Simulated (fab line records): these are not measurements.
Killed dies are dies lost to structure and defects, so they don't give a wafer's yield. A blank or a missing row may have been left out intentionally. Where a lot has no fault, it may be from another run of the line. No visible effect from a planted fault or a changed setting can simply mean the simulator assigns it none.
Comparing a struck lot with a sound one | flow rit-cmos | 17 steps out of a route of 202
Sound: the wafers L120.1, L120.3, L120.6. The struck wafers were L130.2, L130.3, L130.6. The cause is given at the end.
Order at every step that has rows: each side's tool, ch and its chambers, its first start. Under that, the readings that differ: sound wafers | struck wafers | difference of the means | sigmas: that difference in standard deviations of wafers without a fault.
alike: words and numbers the same on both sides, and readings whose means are apart by under 2 such deviations; not compared: readings that were withheld, readings missing a value for some wafer, numbers with overlapping values and no deviation given by the record, and bounds like >300 which may hide the same value.
A row with sigmas, a row that says differs or no value, or rows on one side alone: a step with any of these is where the two part. When numbers do not overlap yet have no deviation, they are printed without sigmas and do not part them. A reading missing from all wafers of one side parts the sides only when that side holds two or more wafers.

first, 1 step without rows for these wafers: RIT_PRETRO_DEVELOP_05 (develop time 68 s).
RIT_PRETRO_OVL_MEAS_06:
  sound: overlay-01 at day 3 09:40; struck: overlay-02 at day 5 12:06
  alike: PRETRO_OVL
then, 2 steps without rows for these wafers: RIT_PRETRO_HARDBAKE_07 (time 120 s); RIT_PRETRO_IMPLANT_08.
RIT_PRETRO_STRIP_09: strips in O2, time 180 s.
  sound on plasma-asher-01 ch 0,1, day 3 10:05; struck on plasma-asher-02 ch 0,1, day 5 12:34
  alike: drypump-motor-current-A
  not compared: rf-hours-counter-h
RIT_PRETRO_TW_MEAS_10:
  sound: film-metro-01 at day 3 10:16; struck: film-metro-03 at day 5 12:45
  alike: PRETRO_TW
then, 5 steps without rows for these wafers: RIT_GATE_WET_ETCH_00 (etches SiO2 in BOE, target depth 56 nm, time 60 s); RIT_GATE_CLEAN_01 (cleans in SC1, time 600 s); RIT_GATE_CLEAN_02 (cleans in dHF, time 30 s); RIT_GATE_CLEAN_03 (cleans in SC2, time 600 s); RIT_GATE_CLEAN_04 (cleans in dHF, time 60 s).
RIT_FOX2_THK_MEAS_91:
  sound: film-metro-04 at day 3 10:44; struck: film-metro-04 at day 5 13:14
  reading                     | sound       | struck      | difference | sigmas
  FIELD_OXIDE_LEFT_2_THK (nm) | 260 259 260 | 247 249 245 | -13        | -2
RIT_GATE_OXIDATION_05: target thk 3 nm, ox time 270 s.
  sound on furnace-01 ch 0, day 3 10:53; struck on furnace-03 ch 0, day 5 13:17
  reading                                     | sound             | struck            | difference | sigmas
  spike-tc-centre-C (C)                       | 903.2 901.3 902.5 | 887.0 887.8 888.3 | -14.6      | -9
  spike-tc-load-C (C)                         | 920 919 919       | 906 908 909       | -12        | -4
  spike-tc-source-C (C)                       | 925.3 926.1 924.5 | 907.0 903.7 903.8 | -20.5      | -8
  model.SiO2_of_GATE_OXIDATION_05.thk-nm (nm) | 2.976 2.984 2.981 | 2.392 2.37 2.404  | -0.592     |
then, 1 step without rows for these wafers: RIT_GATE_ANNEAL_06 (time 600 s).
RIT_GATE_THK_MEAS_07:
  sound: film-metro-02 at day 3 12:12; struck: film-metro-02 at day 5 15:37
  reading             | sound          | struck         | difference | sigmas
  GATE_OXIDE_THK (nm) | 2.98 3.01 3.02 | 2.40 2.31 2.36 | -0.65      | -11
then, 1 step without rows for these wafers: RIT_GATE_CVD_08 (deposits poly-Si from SiH4, target thk 250 nm, time 2220 s).
RIT_M1_PROBE_99:
  sound: prober-02 at day 4 12:01; struck: prober-02 at day 6 16:43
  no value came back on the struck wafers for any of 8 readings (model.etest.pmos_0p3.r-on-ohm-um, model.etest.pmos-turned.r-on-ohm-um and others); on the sound wafers model.etest.pmos_0p3.r-on-ohm-um reads 6316 6238 6269
  alike: killed-at-contacts, killed-at-front-end, killed-dies, killed-open, killed-short

WHERE THEY PART
At RIT_FOX2_THK_MEAS_91 first; at RIT_M1_PROBE_99 last (within this record only).

WHY: whatever the simulator had introduced
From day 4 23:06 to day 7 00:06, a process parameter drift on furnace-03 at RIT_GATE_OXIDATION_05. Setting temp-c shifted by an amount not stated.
